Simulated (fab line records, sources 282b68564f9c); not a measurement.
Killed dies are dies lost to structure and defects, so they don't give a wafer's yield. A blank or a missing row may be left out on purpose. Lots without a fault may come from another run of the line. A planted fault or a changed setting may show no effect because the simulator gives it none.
Tool commonality check | flow rit_cmos | 14 lots, 42 wafers sampled

WHY IT WAS OPENED
At RIT_NSD_TW_MEAS_10 the reading NSD_TW is flagged on 2 of 14 lots. Wafers without a fault read 3105, standard deviation 18.
Rule: a lot is flagged when every wafer of it that has a number lies more than 4 standard deviations from that mean, or none has a number. The other lots count as sound.

lot  | measured    | on            | NSD_TW, wafer by wafer | flag
L949 | day 3 02:12 | film_metro-01 | 3101 3102 3105         |
L950 | day 3 09:07 | film_metro-02 | 3116 3110 3105         |
L951 | day 3 15:03 | film_metro-04 | 3089 3099 3092         |
L952 | day 3 17:25 | film_metro-02 | 3130 3112 3120         |
L953 | day 3 22:02 | film_metro-01 | 3130 3116 3136         |
L954 | day 4 05:00 | film_metro-04 | 3088 3090 3093         |
L955 | day 4 08:54 | film_metro-01 | 3105 3092 3112         |
L956 | day 4 19:19 | film_metro-04 | 3101 3109 3091         |
L961 | day 6 08:17 | film_metro-02 | 3137 3139 3141         |
L962 | day 6 16:04 | film_metro-02 | 3122 3118 3141         |
L964 | day 6 18:44 | film_metro-01 | 3115 3104 3103         |
L963 | day 6 19:22 | film_metro-04 | 3096 3078 3068         |
L968 | day 7 18:04 | film_metro-01 | 2863 2849 2839         | FLAGGED
L970 | day 7 20:23 | film_metro-04 | 2861 2858 2833         | FLAGGED
The numbers of the flagged lots are 2850 on average: -254 against the usual, or -14 standard deviations.

WHICH TOOL RAN EACH LOT
The record holds 1 process step before the reading, out of a route of 202 steps. In each cell: the tool, then ch and the chambers that the sampled wafers went through, then the start.
lot  | flag    | RIT_NSD_IMPLANT_08
L949 |         | implanter-03 ch 0, day 3 01:53
L950 |         | implanter-01 ch 0, day 3 08:47
L951 |         | implanter-01 ch 0, day 3 14:44
L952 |         | implanter-03 ch 0, day 3 17:08
L953 |         | implanter-01 ch 0, day 3 21:43
L954 |         | implanter-04 ch 0, day 4 04:43
L955 |         | implanter-01 ch 0, day 4 08:36
L956 |         | implanter-01 ch 0, day 4 18:59
L961 |         | implanter-03 ch 0, day 6 07:57
L962 |         | implanter-01 ch 0, day 6 15:47
L964 |         | implanter-04 ch 0, day 6 18:24
L963 |         | implanter-01 ch 0, day 6 19:04
L968 | FLAGGED | implanter-01 ch 0, day 7 17:47
L970 | FLAGGED | implanter-01 ch 0, day 7 20:04
What these steps do:
- RIT_NSD_IMPLANT_08
- RIT_NSD_TW_MEAS_10

FLAGGED OVER TOTAL, TOOL BY TOOL (the gauges that took the reading come last)
step               | tool          | lots run | flagged | share of the flagged lots | sound lots run after its first flagged lot
RIT_NSD_IMPLANT_08 | implanter-01  | 9        | 2       | all                       | 0
RIT_NSD_IMPLANT_08 | implanter-03  | 3        | 0       | none                      | -
RIT_NSD_IMPLANT_08 | implanter-04  | 2        | 0       | none                      | -
RIT_NSD_TW_MEAS_10 | film_metro-01 | 5        | 1       | some                      | 0
RIT_NSD_TW_MEAS_10 | film_metro-02 | 4        | 0       | none                      | -
RIT_NSD_TW_MEAS_10 | film_metro-04 | 5        | 1       | some                      | 0

WHAT THE TABLE ALLOWS
1 row of the table ran every flagged lot: implanter-01 at RIT_NSD_IMPLANT_08.
- implanter-01 at RIT_NSD_IMPLANT_08: 2 of its 9 lots flagged. Its last sound lot is L963 (day 6 19:04), its first flagged lot L968 (day 7 17:47): a fault that began between those two fits. Its own readings lie more than 4 standard deviations out on every wafer of the flagged lots: dose_ions_cm2, faraday_current_uA.
One tool is left: implanter-01 at RIT_NSD_IMPLANT_08.

WHAT THE SIMULATOR HAD PUT IN
Process parameter drift: implanter-01, from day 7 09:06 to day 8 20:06, at RIT_NSD_IMPLANT_08. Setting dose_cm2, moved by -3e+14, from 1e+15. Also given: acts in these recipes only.
Lots struck among those shown: L968, L970. The rule above found the same.
